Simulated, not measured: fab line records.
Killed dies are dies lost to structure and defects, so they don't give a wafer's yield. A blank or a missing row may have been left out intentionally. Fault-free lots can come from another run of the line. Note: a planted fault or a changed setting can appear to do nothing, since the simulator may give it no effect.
Split-lot trial | flow rit cmos | 23 wafers read from 5 lots, route of 202 steps

## THE SPLIT ITSELF
At RIT_GATE_COAT_11 (resist thk 850 nm), the setting resist thk nm was moved away from the recipe's 850 nm on 4 of the 23 wafers read, by -5.9% to +4.5%. The other wafers ran this setting at the recipe's value.

## FROM THE SPLIT TO THE READING: what the file shows between them, 8 steps
- RIT_GATE_SOFTBAKE_12: time 60 s
- RIT_GATE_EXPOSE_13: exposes mask M6, target cd 150 nm
- RIT_GATE_PEB_14
- RIT_GATE_DEVELOP_15: develop time 50 s
- RIT_GATE_CD_MEAS_16: target cd 150 nm
- RIT_GATE_HARDBAKE_18: time 60 s
- RIT_GATE_ETCH_19: etches poly-Si in SF6/CHF3/O2, stops on SiO2, time 165 s, target depth 312.5 nm
- RIT_GATE_STRIP_20: strips in O2, time 180 s

## THE READING
cd nm, in nm, at RIT_GATE_CD_MEAS_90 (target cd 150 nm). Fault-free wafers of this fab line usually give 151.0 nm, standard deviation 2.1 nm.

wafer  | tool, chamber at the split | resist thk nm as run, nm | against the recipe | cd nm, nm | against lot-mates on the recipe
L076.1 | litho track-01, 0          | 850                      | recipe             | 150.1     | -
L076.2 | litho track-01, 0          | 850                      | recipe             | 148.5     | -
L076.4 | litho track-01, 0          | 850                      | recipe             | 151.2     | -
L076.5 | litho track-01, 0          | 850                      | recipe             | 150.7     | -
L076.6 | litho track-01, 0          | 850                      | recipe             | 151.2     | -
L077.1 | litho track-02, 0          | 850                      | recipe             | 150.9     | -
L077.2 | litho track-02, 0          | 850                      | recipe             | 150.7     | -
L077.3 | litho track-02, 0          | 850                      | recipe             | 152.4     | -
L077.5 | litho track-02, 0          | 888.6                    | +4.5%              | 159.9     | +8.6
L077.6 | litho track-02, 0          | 888.6                    | +4.5%              | 158.6     | +7.3
L078.2 | litho track-01, 0          | 850                      | recipe             | 149.5     | -
L078.3 | litho track-01, 0          | 850                      | recipe             | 150.2     | -
L078.4 | litho track-01, 0          | 850                      | recipe             | 148.5     | -
L078.5 | litho track-01, 0          | 850                      | recipe             | 152.3     | -
L078.6 | litho track-01, 0          | 850                      | recipe             | 151.4     | -
L080.2 | litho track-03, 0          | 850                      | recipe             | 151.9     | -
L080.3 | litho track-03, 0          | 850                      | recipe             | 151.5     | -
L080.5 | litho track-03, 0          | 850                      | recipe             | 152.4     | -
L081.1 | litho track-01, 0          | 800.1                    | -5.9%              | 139.4     | -10.2
L081.2 | litho track-01, 0          | 800.1                    | -5.9%              | 141.3     | -8.3
L081.3 | litho track-01, 0          | 850                      | recipe             | 148.6     | -
L081.4 | litho track-01, 0          | 850                      | recipe             | 150.2     | -
L081.5 | litho track-01, 0          | 850                      | recipe             | 150.0     | -

THE FIT
A straight line over all 23 wafers: cd nm changes by +1.81 nm for each +1% of resist thk nm; r = +0.96; the points scatter about the line by 1.2 nm.
The same after taking each lot's own level away (the mean of its wafers on the recipe; 23 wafers): +1.64 nm for each +1%; r = +0.97; scatter 1 nm.
That fit puts the effect of the largest move of resist thk nm on the reading at 9.6 nm.
The span of the lots' own levels, 149.60 to 151.93 nm, comes to 1.1 times the standard deviation stated above.
So the slope is not independent of the lot-to-lot level: the two fits are not the same.
Check: -9.22 nm against its lot-mates is what the line predicts for one of the wafers moved furthest among these (-5.9%) when that wafer is left out of the fit. It came out at -10.2 nm against them.

## OTHER SPLITS APPLIED TO THESE WAFERS
These wafers also went through other splits before the reading. Each is held against what the fit with the lots' levels taken away leaves over:
other split on the same wafers  | wafers away from the commonest value | r with cd nm (lot level and that fit taken away)
RIT_NWELL_COAT_01 resist thk nm | 5                                    | -0.15
RIT_PWELL_COAT_01 resist thk nm | 8                                    | +0.25
RIT_PWELL_IMPLANT_08 dose cm2   | 5                                    | -0.30
RIT_GATE_CVD_08 pressure mtorr  | 10                                   | -0.05

## THE WHOLE CHAIN: every reading that the file lists as answering this split, in the file's order
step                 | what it does                                                                    | reading                                                                         | change (the file's fit)              | r (the file's)
RIT_GATE_COAT_11     | resist thk 850 nm                                                               | NOVOLAK_of_GATE_COAT_11.thk nm (the simulator's own value, which no gauge read) | +8.6 nm for each +1% of the setting  | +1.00
RIT_GATE_CD_MEAS_16  | target cd 150 nm                                                                | cd nm                                                                           | +1.61 nm for each +1% of the setting | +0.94
RIT_GATE_HARDBAKE_18 | time 60 s                                                                       | NOVOLAK_of_GATE_COAT_11.thk nm (the simulator's own value, which no gauge read) | +7.53 nm for each +1% of the setting | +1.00
RIT_GATE_ETCH_19     | etches poly-Si in SF6/CHF3/O2, stops on SiO2, time 165 s, target depth 312.5 nm | NOVOLAK_of_GATE_COAT_11.thk nm (the simulator's own value, which no gauge read) | +7.65 nm for each +1% of the setting | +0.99
RIT_GATE_ETCH_19     | etches poly-Si in SF6/CHF3/O2, stops on SiO2, time 165 s, target depth 312.5 nm | GATE.cd nm (the simulator's own value, which no gauge read)                     | +1.6 nm for each +1% of the setting  | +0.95
RIT_GATE_CD_MEAS_90  | target cd 150 nm                                                                | cd nm                                                                           | +1.63 nm for each +1% of the setting | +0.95
RIT_M1_PROBE_99      |                                                                                 | etest.pmos_0p15.r on ohm um (the simulator's own value, which no gauge read)    | +39 for each +1% of the setting      | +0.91

## FILE'S OWN FIT
cd nm changes by +1.63 nm for each +1% of resist thk nm, r = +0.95.
